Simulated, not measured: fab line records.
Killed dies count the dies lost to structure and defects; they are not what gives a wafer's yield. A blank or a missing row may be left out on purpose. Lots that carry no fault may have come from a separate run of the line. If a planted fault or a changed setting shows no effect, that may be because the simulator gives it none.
Which tool did it? || flow ritCmos || at 1 step of a route of 202, 15 lots with 45 wafers sampled

## WHAT THE GAUGES READ, wafer by wafer
The record lacks any reading of a measuring or inspecting step that a usual standard deviation could be used to judge.

## WHICH TOOL RAN EACH LOT (tool, then ch and the chambers of the sampled wafers, then the start)
{"lot": "L272", "RIT_NRETRO_DEVELOP_05": "lithoTrack-04 ch 0, day 2 05:00"}
{"lot": "L273", "RIT_NRETRO_DEVELOP_05": "lithoTrack-01 ch 0, day 2 09:00"}
{"lot": "L274", "RIT_NRETRO_DEVELOP_05": "lithoTrack-01 ch 0, day 2 15:00"}
{"lot": "L275", "RIT_NRETRO_DEVELOP_05": "lithoTrack-01 ch 0, day 2 20:00"}
{"lot": "L276", "RIT_NRETRO_DEVELOP_05": "lithoTrack-02 ch 0, day 3 01:00"}
{"lot": "L278", "RIT_NRETRO_DEVELOP_05": "lithoTrack-02 ch 0, day 3 10:00"}
{"lot": "L280", "RIT_NRETRO_DEVELOP_05": "lithoTrack-01 ch 0, day 3 21:00"}
{"lot": "L281", "RIT_NRETRO_DEVELOP_05": "lithoTrack-02 ch 0, day 4 03:00"}
{"lot": "L282", "RIT_NRETRO_DEVELOP_05": "lithoTrack-04 ch 0, day 4 07:00"}
{"lot": "L284", "RIT_NRETRO_DEVELOP_05": "lithoTrack-04 ch 0, day 4 17:00"}
{"lot": "L291", "RIT_NRETRO_DEVELOP_05": "lithoTrack-04, day 6 06:00"}
{"lot": "L292", "RIT_NRETRO_DEVELOP_05": "lithoTrack-04, day 6 11:00"}
{"lot": "L293", "RIT_NRETRO_DEVELOP_05": "lithoTrack-02, day 6 16:00"}
{"lot": "L294", "RIT_NRETRO_DEVELOP_05": "lithoTrack-01 ch 0, day 6 20:00"}
{"lot": "L295", "RIT_NRETRO_DEVELOP_05": "lithoTrack-04 ch 0, day 7 02:00"}
- RIT_NRETRO_DEVELOP_05: develop time 68 s.

## WHAT THE TOOLS THEMSELVES READ (means of the sampled wafers that have a number; where no wafer has one, the mark that the record gives instead)
RIT_NRETRO_DEVELOP_05. Usual: chillPlateTempC 23.00 C, standard deviation 0.1; resistLineTempC 23.00 C, standard deviation 0.1.
{"lot": "L272", "tool": "lithoTrack-04", "chillPlateTempC (C)": 23.06, "resistLineTempC (C)": 23.01, "flag": ""}
{"lot": "L273", "tool": "lithoTrack-01", "chillPlateTempC (C)": 22.98, "resistLineTempC (C)": 23.05, "flag": ""}
{"lot": "L274", "tool": "lithoTrack-01", "chillPlateTempC (C)": 23.03, "resistLineTempC (C)": 23.02, "flag": ""}
{"lot": "L275", "tool": "lithoTrack-01", "chillPlateTempC (C)": 22.89, "resistLineTempC (C)": 22.98, "flag": ""}
{"lot": "L276", "tool": "lithoTrack-02", "chillPlateTempC (C)": 23.03, "resistLineTempC (C)": 23.09, "flag": ""}
{"lot": "L278", "tool": "lithoTrack-02", "chillPlateTempC (C)": 22.93, "resistLineTempC (C)": 23.07, "flag": ""}
{"lot": "L280", "tool": "lithoTrack-01", "chillPlateTempC (C)": 23.13, "resistLineTempC (C)": 23.08, "flag": ""}
{"lot": "L281", "tool": "lithoTrack-02", "chillPlateTempC (C)": 22.91, "resistLineTempC (C)": 23.02, "flag": ""}
{"lot": "L282", "tool": "lithoTrack-04", "chillPlateTempC (C)": 23.04, "resistLineTempC (C)": 23.09, "flag": ""}
{"lot": "L284", "tool": "lithoTrack-04", "chillPlateTempC (C)": 22.91, "resistLineTempC (C)": 22.96, "flag": ""}
{"lot": "L291", "tool": "lithoTrack-04", "chillPlateTempC (C)": "-", "resistLineTempC (C)": "-", "flag": "OFF"}
{"lot": "L292", "tool": "lithoTrack-04", "chillPlateTempC (C)": "-", "resistLineTempC (C)": "-", "flag": "OFF"}
{"lot": "L293", "tool": "lithoTrack-02", "chillPlateTempC (C)": "-", "resistLineTempC (C)": "-", "flag": "OFF"}
{"lot": "L294", "tool": "lithoTrack-01", "chillPlateTempC (C)": 22.94, "resistLineTempC (C)": 23.09, "flag": ""}
{"lot": "L295", "tool": "lithoTrack-04", "chillPlateTempC (C)": 22.93, "resistLineTempC (C)": 23.20, "flag": ""}

## THE ANSWER, worked out from the rows above alone
Rule: a lot is off if the mean of its wafers that have a number lies more than 3 standard deviations from the usual mean. A lot without any number at a reading at which 4 lots or more have one is off too. Any other lot the step has rows for is counted as sound. Order of review: gauges by route order, followed by the tools' own readings, for which a lot's mean as printed above is used. The first step at which some lot is off is used, and at that step the reading that is off furthest; a lot without a number counts as furthest.
Off: L291, L292, L293 (RIT_NRETRO_DEVELOP_05, chillPlateTempC). Without a number there: L291, L292, L293.
A tool fits if, at that step or a process step before it, it ran every lot that is off, and no sound lot after the first of them. Of those tried, none fits.

## WHAT THE SIMULATOR HAD INSERTED
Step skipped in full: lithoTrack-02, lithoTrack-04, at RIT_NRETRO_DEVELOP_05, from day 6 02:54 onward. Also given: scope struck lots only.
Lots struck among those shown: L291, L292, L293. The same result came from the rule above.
